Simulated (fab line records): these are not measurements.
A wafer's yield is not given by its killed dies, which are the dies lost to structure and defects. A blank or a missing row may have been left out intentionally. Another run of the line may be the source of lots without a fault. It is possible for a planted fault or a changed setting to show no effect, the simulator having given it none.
fab line records -- flow berkeley-cmos170
record: lots: 14, wafers: 40, last-day: 12
route steps=331 shown NSD@197 M1@250 M2@278 V2@292
lots untouched by any fault: they come from a run of this same line in which no faults occurred
start-h: start of the lot's first displayed wafer, in hours after the record's first day -- wait-h: hours elapsed since this lot's preceding step -- " repeats the value in the row above -- L1.1+2: a row that stands for several wafers -- - value missing, or start not given -- * or withheld: withheld -- < > ~ a bound
route shown NAME@n: names a module that has steps shown in the file, with the first one's number in the route -- usual: average and standard deviation across the fault-free wafers -- same: alike in all rows -- chamber/n: place in a boat -- sites: readings site by site -- _std_site: standard deviation across them -- _edge_site: outer sites' mean less inner sites' -- radius-mm: how far each site lies from the wafer's centre -- mask NAME#n: copy n -- behind: the most recent tool/chamber to have shaped the wafer -- hold: reason for holding the lot/hours on hold/outcome of the hold -- device: the transistor (n, p or np) that didn't switch -- end of line: the same wafers' tests at the end of the route -- for a step that has no rows: nothing shown but its recipe -- killed: at the first sort, the dies lost to defects and structure; wafer yield is something else -- map: shows each die of a wafer: x if killed, . if not, _ if none is there
set.NAME: the setting that was run; set.NAME@STEP: the one run at that earlier step -- model.NAME: the simulator's own value behind a step, which no gauge read
steps of the route over a sample of lots; a table a step, a row a wafer
services: when a tool's chamber went out of use (start-h, in hours from the record's first day, below 0 if earlier), for how many hours, and the reason
== steps ==
step: UCB170_NSD_TW_MEAS_10
usual: NSD_TW: 4145/37
lot.wafer,tool,chamber,start-h,wait-h,NSD_TW
L188.1,film-metro-03,-,165.38,0.1,4144
L188.2,film-metro-03,-,165.38,0.1,4159
L188.6,film-metro-03,-,165.38,0.1,4160
L190.1,film-metro-04,-,177.69,0.1,4221
L190.2,film-metro-04,-,177.69,0.1,4202
L190.5,film-metro-04,-,177.69,0.1,4217
L191.4,film-metro-03,-,177.87,0.1,4138
L191.5,film-metro-03,-,177.87,0.1,4136
L191.6,film-metro-03,-,177.87,0.1,4155
L194.1,film-metro-03,-,192.67,0.1,4126
L194.5,film-metro-03,-,192.67,0.1,4135
L194.6,film-metro-03,-,192.67,0.1,4149
L193.2,film-metro-02,-,192.68,0.1,4107
L193.5,film-metro-02,-,192.68,0.1,4081
L193.6,film-metro-02,-,192.68,0.1,4103
L196.2,film-metro-02,-,207.56,0.1,4085
L196.3,film-metro-02,-,207.56,0.1,4111
L196.4,film-metro-02,-,207.56,0.1,4113
L199.2,film-metro-04,-,216.74,0.1,4183
L199.3,film-metro-04,-,216.74,0.1,4210
L199.6,film-metro-04,-,216.74,0.1,4192
L197.2,film-metro-04,-,217.02,0.1,4201
L197.3,film-metro-04,-,217.02,0.1,4210
L197.4,film-metro-04,-,217.02,0.1,4187
L202.5,film-metro-02,-,226.97,0.0,4152
L204.2,film-metro-04,-,243.14,0.1,4197
L204.4,film-metro-04,-,243.14,0.1,4208
L204.5,film-metro-04,-,243.14,0.1,4187
L205.2,film-metro-03,-,254.05,0.1,4130
L205.3,film-metro-03,-,254.05,0.1,4122
L205.5,film-metro-03,-,254.05,0.1,4151
L208.1,film-metro-02,-,254.39,0.1,4125
L208.2,film-metro-02,-,254.39,0.1,4108
L208.5,film-metro-02,-,254.39,0.1,4113
L210.3,film-metro-03,-,268.81,0.1,4139
L210.4,film-metro-03,-,268.81,0.1,4140
L210.5,film-metro-03,-,268.81,0.1,4125
L211.2,film-metro-04,-,269.05,0.1,4179
L211.3,film-metro-04,-,269.05,0.1,4161
L211.6,film-metro-04,-,269.05,0.1,4208
step: UCB170_M1_METAL_ETCH_12
recipe: chemistry: Cl2/BCl3, target: Al, stop-on: PSG, pressure-mtorr: 12, target-depth-a: 7800, over-etch-frac: 0.3, time-s: 130, icp-w: 600, bias-w: 120, Cl2_flow_sccm: 90, bcl3-flow-sccm: 45
usual: drypump-motor-current-A: 5.8/0.32, oes-product-au: 0.848/0.0082, throttle-valve-pct: 24.38/0.19
lot.wafer,tool,chamber,start-h,wait-h,drypump-motor-current-A,oes-product-au,rf-hours-counter-h,throttle-valve-pct
L188.1,rie-metal-01,1,179.06,-,6.1,0.850,12,24.37
L188.2,rie-metal-01,0,179.06,-,5.8,0.845,9,24.17
L188.6,rie-metal-01,1,179.06,-,6.1,0.841,-,24.40
L190.1,rie-metal-01,0,186.99,-,5.8,0.840,10,24.20
L190.2,rie-metal-01,1,186.99,-,6.1,0.851,13,24.39
L190.5,rie-metal-01,0,186.99,-,5.8,0.846,-,24.18
L191.4,rie-metal-03,0,187.86,-,5.4,0.851,-,24.41
L191.5,rie-metal-03,0,187.86,-,5.4,0.857,-,24.42
L191.6,rie-metal-03,1,187.86,-,5.9,0.862,-,24.23
L193.2,rie-metal-01,0,203.08,-,5.8,0.834,-,24.19
L193.5,rie-metal-01,0,203.08,-,5.8,0.841,-,24.19
L193.6,rie-metal-01,0,203.08,-,5.8,0.841,-,24.18
L194.1,rie-metal-03,0,203.72,-,5.4,0.858,5,24.42
L194.5,rie-metal-03,0,203.72,-,5.4,0.859,-,24.42
L194.6,rie-metal-03,1,203.72,-,5.9,0.867,-,24.23
L196.2,rie-metal-03,1,219.07,-,5.9,0.853,10,24.22
L196.3,rie-metal-03,0,219.07,-,5.4,0.861,-,24.40
L196.4,rie-metal-03,1,219.07,-,5.9,0.858,-,24.23
L199.2,rie-metal-01,1,225.58,-,6.1,0.846,0,24.47
L199.3,rie-metal-01,1,225.58,-,6.1,0.849,-,24.47
L199.6,rie-metal-01,0,225.58,-,5.8,0.847,-,24.18
L197.2,rie-metal-04,0,226.26,-,6.3,0.851,-,24.70
L197.3,rie-metal-04,0,226.26,-,6.4,0.847,-,24.70
L197.4,rie-metal-04,0,226.26,-,6.3,0.844,-,24.71
L202.5,rie-metal-01,0,237.79,-,5.8,0.836,-,24.18
L204.2,rie-metal-01,0,253.34,-,5.8,0.834,12,24.21
L204.4,rie-metal-01,0,253.34,-,5.8,0.833,-,24.19
L204.5,rie-metal-01,1,253.34,-,6.1,0.851,-,24.47
L208.1,rie-metal-03,0,263.85,-,5.4,0.852,6,24.42
L208.2,rie-metal-03,1,263.85,-,5.9,0.849,11,24.21
L208.5,rie-metal-03,0,263.85,-,5.4,0.855,-,24.42
L205.2,rie-metal-04,1,264.10,-,5.2,0.849,2,24.76
L205.3,rie-metal-04,1,264.10,-,5.2,0.840,-,24.77
L205.5,rie-metal-04,0,264.10,-,6.3,0.835,-,24.71
L211.2,rie-metal-04,0,281.25,-,6.3,0.846,7,24.70
L211.3,rie-metal-04,1,281.25,-,5.2,0.848,-,24.76
L211.6,rie-metal-04,1,281.25,-,5.2,0.843,-,24.76
L210.3,rie-metal-03,1,281.54,-,5.9,0.848,-,24.24
L210.4,rie-metal-03,0,281.54,-,5.4,0.865,-,24.40
L210.5,rie-metal-03,1,281.54,-,5.9,0.851,-,24.23
step: UCB170_M1_CD_MEAS_90
recipe: target-cd-nm: 700
usual: cd-nm: 700.0/1.7
lot.wafer,tool,chamber,start-h,wait-h,cd-nm
L188.1,cd-sem-02,-,179.30,0.1,700.5
L188.2,cd-sem-02,-,179.30,0.1,702.1
L188.6,cd-sem-02,-,179.30,0.1,704.8
L190.1,cd-sem-01,-,187.23,0.1,698.2
L190.2,cd-sem-01,-,187.23,0.1,700.6
L190.5,cd-sem-01,-,187.23,0.1,699.4
L191.4,cd-sem-02,-,188.11,0.1,699.5
L191.5,cd-sem-02,-,188.11,0.1,699.5
L191.6,cd-sem-02,-,188.11,0.1,699.6
L193.2,cd-sem-01,-,203.42,0.1,699.2
L193.5,cd-sem-01,-,203.42,0.1,698.8
L193.6,cd-sem-01,-,203.42,0.1,701.4
L194.1,cd-sem-01,-,203.95,0.1,698.8
L194.5,cd-sem-01,-,203.95,0.1,698.7
L194.6,cd-sem-01,-,203.95,0.1,698.1
L196.2,cd-sem-01,-,219.32,0.1,700.9
L196.3,cd-sem-01,-,219.32,0.1,700.4
L196.4,cd-sem-01,-,219.32,0.1,698.1
L199.2,cd-sem-02,-,225.84,0.1,699.8
L199.3,cd-sem-02,-,225.84,0.1,696.4
L199.6,cd-sem-02,-,225.84,0.1,698.3
L197.2,cd-sem-01,-,226.60,0.1,698.3
L197.3,cd-sem-01,-,226.60,0.1,698.8
L197.4,cd-sem-01,-,226.60,0.1,697.4
L202.5,cd-sem-02,-,238.01,0.1,706.9
L204.2,cd-sem-02,-,253.60,0.1,706.7
L204.4,cd-sem-02,-,253.60,0.1,704.8
L204.5,cd-sem-02,-,253.60,0.1,700.0
L208.1,cd-sem-02,-,264.08,0.1,700.0
L208.2,cd-sem-02,-,264.08,0.1,699.5
L208.5,cd-sem-02,-,264.08,0.1,701.3
L205.2,cd-sem-01,-,264.36,0.1,701.4
L205.3,cd-sem-01,-,264.36,0.1,700.6
L205.5,cd-sem-01,-,264.36,0.1,700.6
L211.2,cd-sem-02,-,281.51,0.1,700.0
L211.3,cd-sem-02,-,281.51,0.1,698.0
L211.6,cd-sem-02,-,281.51,0.1,698.7
L210.3,cd-sem-01,-,281.77,0.1,696.7
L210.4,cd-sem-01,-,281.77,0.1,696.9
L210.5,cd-sem-01,-,281.77,0.1,698.4
step: UCB170_M2_STRIP_07
recipe: chemistry: O2, power-w: 400, pressure-mtorr: 3500, platen-temp-c: withheld, o2-flow-sccm: 400, overash-fraction: 0.5
usual: drypump-motor-current-A: 5.7/0.46, oes-product-au: 0.734/0.0046, strip-time-to-endpoint-s: 22.01/0.068
lot.wafer,tool,chamber,start-h,wait-h,drypump-motor-current-A,oes-product-au,rf-hours-counter-h,strip-time-to-endpoint-s
L188.1,plasma-asher-01,0,184.74,0.1,5.1,0.740,46,21.99
L188.2,plasma-asher-01,1,184.74,0.1,5.7,0.733,46,21.97
L188.6,plasma-asher-01,0,184.74,0.1,5.1,0.732,-,21.94
L190.1,plasma-asher-01,1,193.16,0.1,5.7,0.737,47,22.02
L190.2,plasma-asher-01,0,193.16,0.1,5.1,0.736,47,22.06
L190.5,plasma-asher-01,0,193.16,0.1,5.1,0.738,-,22.05
L191.4,plasma-asher-03,1,193.64,0.1,6.5,0.735,-,21.99
L191.5,plasma-asher-03,0,193.64,0.1,5.7,0.725,-,21.95
L191.6,plasma-asher-03,1,193.64,0.1,6.5,0.735,-,21.96
L193.2,plasma-asher-03,0,208.77,0.1,5.7,0.736,11,22.08
L193.5,plasma-asher-03,1,208.77,0.1,6.5,0.730,-,21.98
L193.6,plasma-asher-03,0,208.77,0.1,5.7,0.733,-,22.04
L194.1,plasma-asher-03,0,209.60,0.1,5.7,0.728,11,22.00
L194.5,plasma-asher-03,0,209.60,0.1,5.7,0.736,-,22.04
L194.6,plasma-asher-03,1,209.60,0.1,6.5,0.735,-,22.09
L196.2,plasma-asher-01,0,224.10,0.1,5.1,0.730,50,21.93
L196.3,plasma-asher-01,0,224.10,0.1,5.1,0.739,-,21.95
L196.4,plasma-asher-01,1,224.10,0.1,5.7,0.741,-,21.96
L199.2,plasma-asher-02,0,230.56,0.1,5.4,0.738,45,21.91
L199.3,plasma-asher-02,1,230.56,0.1,5.7,0.734,-,21.94
L199.6,plasma-asher-02,1,230.56,0.1,5.6,0.740,-,21.95
L197.2,plasma-asher-01,1,231.82,0.1,5.7,0.734,51,21.98
L197.3,plasma-asher-01,1,231.82,0.1,5.7,0.731,-,21.96
L197.4,plasma-asher-01,0,231.82,0.1,5.1,0.734,-,21.99
L202.5,plasma-asher-02,0,244.20,0.1,5.3,0.731,-,22.00
L204.2,plasma-asher-01,0,258.34,0.1,5.1,0.733,56,22.14
L204.4,plasma-asher-01,1,258.34,0.1,5.7,0.733,-,22.08
L204.5,plasma-asher-01,0,258.34,0.1,5.1,0.733,-,22.11
L208.1,plasma-asher-03,1,268.91,0.1,6.5,0.733,14,21.91
L208.2,plasma-asher-03,0,268.91,0.1,5.7,0.724,14,22.02
L208.5,plasma-asher-03,1,268.91,0.1,6.5,0.734,-,22.01
L205.2,plasma-asher-03,1,271.00,0.1,6.5,0.730,15,22.09
L205.3,plasma-asher-03,1,271.00,0.1,6.5,0.739,-,22.17
L205.5,plasma-asher-03,1,271.00,0.1,6.5,0.733,-,22.14
L211.2,plasma-asher-02,0,286.67,0.1,5.3,0.736,52,22.04
L211.3,plasma-asher-02,0,286.67,0.1,5.3,0.738,-,22.01
L211.6,plasma-asher-02,0,286.67,0.1,5.3,0.735,-,22.05
L210.3,plasma-asher-01,0,286.98,0.1,5.0,0.727,-,21.96
L210.4,plasma-asher-01,1,286.98,0.1,5.7,0.730,-,22.01
L210.5,plasma-asher-01,0,286.98,0.1,5.0,0.737,-,21.96
step: UCB170_V2_CVD_00
recipe: material: SiO2, target-thk-nm: 2000, temp-c: 390, precursor: TEOS/O2, time-s: 250, rf-w: 550, pressure-mtorr: 9000
usual: heater-power-w: 284/53
lot.wafer,tool,chamber,start-h,wait-h,heater-power-w
L188.1,pecvd-02,2,187.14,0.1,263
L188.2,pecvd-02,1,187.14,0.1,280
L188.6,pecvd-02,1,187.14,0.1,298
L190.1,pecvd-01,1,195.63,0.1,310
L190.2,pecvd-01,0,195.63,0.1,288
L190.5,pecvd-01,2,195.63,0.1,334
L191.4,pecvd-02,1,196.05,0.1,214
L191.5,pecvd-02,0,196.05,0.1,261
L191.6,pecvd-02,2,196.05,0.1,186
L193.2,pecvd-03,0,210.80,0.1,324
L193.5,pecvd-03,1,210.80,0.1,342
L193.6,pecvd-03,0,210.80,0.1,377
L194.1,pecvd-03,1,211.54,0.1,351
L194.5,pecvd-03,1,211.54,0.1,253
L194.6,pecvd-03,0,211.54,0.1,267
L196.2,pecvd-03,1,226.81,0.1,366
L196.3,pecvd-03,0,226.81,0.1,304
L196.4,pecvd-03,0,226.81,0.1,375
L199.2,pecvd-01,2,232.70,0.1,320
L199.3,pecvd-01,1,232.70,0.1,317
L199.6,pecvd-01,0,232.70,0.1,207
L197.2,pecvd-03,1,234.13,0.1,341
L197.3,pecvd-03,2,234.13,0.1,355
L197.4,pecvd-03,2,234.13,0.1,268
L202.5,pecvd-02,1,246.48,0.1,221
L204.2,pecvd-02,0,262.61,0.1,362
L204.4,pecvd-02,2,262.61,0.1,182
L204.5,pecvd-02,1,262.61,0.1,219
L208.1,pecvd-02,1,271.14,0.1,291
L208.2,pecvd-02,2,271.14,0.1,251
L208.5,pecvd-02,2,271.14,0.1,180
L205.2,pecvd-03,2,273.60,0.1,377
L205.3,pecvd-03,1,273.60,0.1,317
L205.5,pecvd-03,1,273.60,0.1,255
L211.2,pecvd-02,2,289.00,0.1,265
L211.3,pecvd-02,1,289.00,0.1,272
L211.6,pecvd-02,2,289.00,0.1,185
L210.3,pecvd-03,0,289.28,0.1,361
L210.4,pecvd-03,0,289.28,0.1,277
L210.5,pecvd-03,2,289.28,0.1,261
== services ==
tool,chamber,start-h,hours,kind
rie-metal-04,1,167.79,-,clean
rie-metal-04,1,167.79,20.9,scheduled-down
rie-metal-04,1,167.79,20.9,vent-cycle
plasma-asher-01,-,172.74,2.8,pm
pecvd-02,0,179.36,13.2,repair
pecvd-02,-,188.86,0.8,pm
rie-metal-03,0,193.79,2.6,repair
rie-metal-01,1,198.49,-,clean
rie-metal-01,1,198.49,19.4,scheduled-down
rie-metal-01,1,198.49,19.4,vent-cycle
pecvd-02,-,210.53,2.4,repair
rie-metal-01,-,217.37,4.3,pm
rie-metal-04,1,221.62,34.9,repair
pecvd-02,-,229.07,14.6,pm
plasma-asher-03,-,235.32,26.4,repair
plasma-asher-03,-,247.74,12.3,repair
pecvd-01,0,256.34,5.4,repair
pecvd-01,-,266.84,28.1,pm
rie-metal-04,-,270.23,0.5,repair
== key ==
first-sign: step: UCB170_M1_CD_MEAS_90, reading: cd-nm, direction: up, sigmas: 3.6, usual: 700.0, struck: 706.2
effect none on later readings
met-at UCB170_M1_METAL_ETCH_12
struck-lots L202,L204
struck-wafers L202.5,L204.2,L204.4
rows-end L202.5
sort-left-out L204.2,L204.4
not-acting-at UCB170_NSD_TW_MEAS_10,UCB170_M2_STRIP_07,UCB170_V2_CVD_00
onset-between 225.58 237.79
earlier-fault: kind: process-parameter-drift, tool: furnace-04, chamber: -, onset-h: 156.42, steps: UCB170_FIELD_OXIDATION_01, channel: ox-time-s, offset: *, shape: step, end-h: 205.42, acts-in: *, stated: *
fault: kind: process-parameter-drift, tool: rie-metal-01, chamber: 0, onset-h: 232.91, steps: UCB170_M1_METAL_ETCH_12, channel: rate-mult, offset: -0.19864, shape: step
sort-left-out: the simulated sort isn't trusted on such a fault, so these wafers' sort isn't shown, and their yield isn't known
rows-end: these wafers met a further fault down the route, and their rows from its step on are left out
